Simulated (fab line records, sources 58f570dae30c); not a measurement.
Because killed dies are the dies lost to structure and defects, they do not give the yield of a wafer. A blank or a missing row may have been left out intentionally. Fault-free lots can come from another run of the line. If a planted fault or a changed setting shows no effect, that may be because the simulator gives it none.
Chamber matching / flow berkeleyCmos170 / 4 sister chambers for UCB170_NWELL_ETCH_13 on rieDiel-03
The step etches Si3N4 in CH3F/Ar/O2, stops on SiO2, target depth 246.4 nm, time 154 s. 14 wafers are shown with their chamber, then 7 later ones without.

## EACH WAFER AND ITS CHAMBER
wafer=L182.3; chamber=3; throttleValvePct (%)=7.92; drypumpMotorCurrentA (A)=5.8; oesProductAu (a.u.)=0.916
wafer=L182.4; chamber=2; throttleValvePct (%)=8.22; drypumpMotorCurrentA (A)=5.0; oesProductAu (a.u.)=0.938
wafer=L182.5; chamber=3; throttleValvePct (%)=7.92; drypumpMotorCurrentA (A)=5.7; oesProductAu (a.u.)=0.916
wafer=L184.1; chamber=1; throttleValvePct (%)=8.16; drypumpMotorCurrentA (A)=5.7; oesProductAu (a.u.)=0.969
wafer=L184.5; chamber=1; throttleValvePct (%)=8.17; drypumpMotorCurrentA (A)=5.8; oesProductAu (a.u.)=0.962
wafer=L184.6; chamber=3; throttleValvePct (%)=7.92; drypumpMotorCurrentA (A)=5.8; oesProductAu (a.u.)=0.921
wafer=L186.1; chamber=3; throttleValvePct (%)=7.91; drypumpMotorCurrentA (A)=5.8; oesProductAu (a.u.)=0.918
wafer=L186.5; chamber=1; throttleValvePct (%)=8.17; drypumpMotorCurrentA (A)=5.8; oesProductAu (a.u.)=0.957
wafer=L186.6; chamber=0; throttleValvePct (%)=7.88; drypumpMotorCurrentA (A)=5.2; oesProductAu (a.u.)=0.955
wafer=L190.1; chamber=2; throttleValvePct (%)=8.23; drypumpMotorCurrentA (A)=5.0; oesProductAu (a.u.)=0.937
wafer=L190.4; chamber=1; throttleValvePct (%)=8.16; drypumpMotorCurrentA (A)=5.7; oesProductAu (a.u.)=0.949
wafer=L190.5; chamber=2; throttleValvePct (%)=8.21; drypumpMotorCurrentA (A)=5.0; oesProductAu (a.u.)=0.934
wafer=L194.1; chamber=2; throttleValvePct (%)=8.22; drypumpMotorCurrentA (A)=5.0; oesProductAu (a.u.)=0.947
wafer=L194.3; chamber=3; throttleValvePct (%)=7.92; drypumpMotorCurrentA (A)=5.8; oesProductAu (a.u.)=0.923

SIGNATURES (averages over the wafers above)
reading=throttleValvePct; chamber 0=7.8800; chamber 1=8.1650; chamber 2=8.2200; chamber 3=7.9180; scatter within a chamber=0.00616
reading=drypumpMotorCurrentA; chamber 0=5.200; chamber 1=5.750; chamber 2=5.000; chamber 3=5.780; scatter within a chamber=0.0424
reading=oesProductAu; chamber 0=0.95500; chamber 1=0.95925; chamber 2=0.93900; chamber 3=0.91880; scatter within a chamber=0.00588
Rule: distance of a wafer from a chamber = root of the sum over the readings of ((wafer's reading minus chamber's mean) / reading's scatter) squared. The wafer belongs to the nearest chamber; if the next one is less than 2 further off, it can't be placed. The scatter: take each reading less its chamber's mean, square it, sum over the shown wafers, divide by the number of wafers less the number of chambers, and take the root.

## WAFERS WITHOUT THEIR CHAMBER
wafer=L194.6; throttleValvePct (%)=8.16; drypumpMotorCurrentA (A)=5.8; oesProductAu (a.u.)=0.963
wafer=L195.3; throttleValvePct (%)=8.22; drypumpMotorCurrentA (A)=5.0; oesProductAu (a.u.)=0.924
wafer=L195.4; throttleValvePct (%)=8.15; drypumpMotorCurrentA (A)=5.8; oesProductAu (a.u.)=0.948
wafer=L195.6; throttleValvePct (%)=8.16; drypumpMotorCurrentA (A)=5.8; oesProductAu (a.u.)=0.940
wafer=L196.2; throttleValvePct (%)=7.89; drypumpMotorCurrentA (A)=5.2; oesProductAu (a.u.)=0.952
wafer=L196.3; throttleValvePct (%)=8.16; drypumpMotorCurrentA (A)=5.8; oesProductAu (a.u.)=0.952
wafer=L196.6; throttleValvePct (%)=8.16; drypumpMotorCurrentA (A)=5.8; oesProductAu (a.u.)=0.950

## WHICH CHAMBER EACH ONE RAN IN
wafer=L194.6; from the rows above=1; in truth=1
wafer=L195.3; from the rows above=2; in truth=2
wafer=L195.4; from the rows above=1; in truth=1
wafer=L195.6; from the rows above=1; in truth=1
wafer=L196.2; from the rows above=0; in truth=0
wafer=L196.3; from the rows above=1; in truth=1
wafer=L196.6; from the rows above=1; in truth=1
7 of 7 placed correctly. Number that these rows cannot place: 0. Placed wrongly: 0.
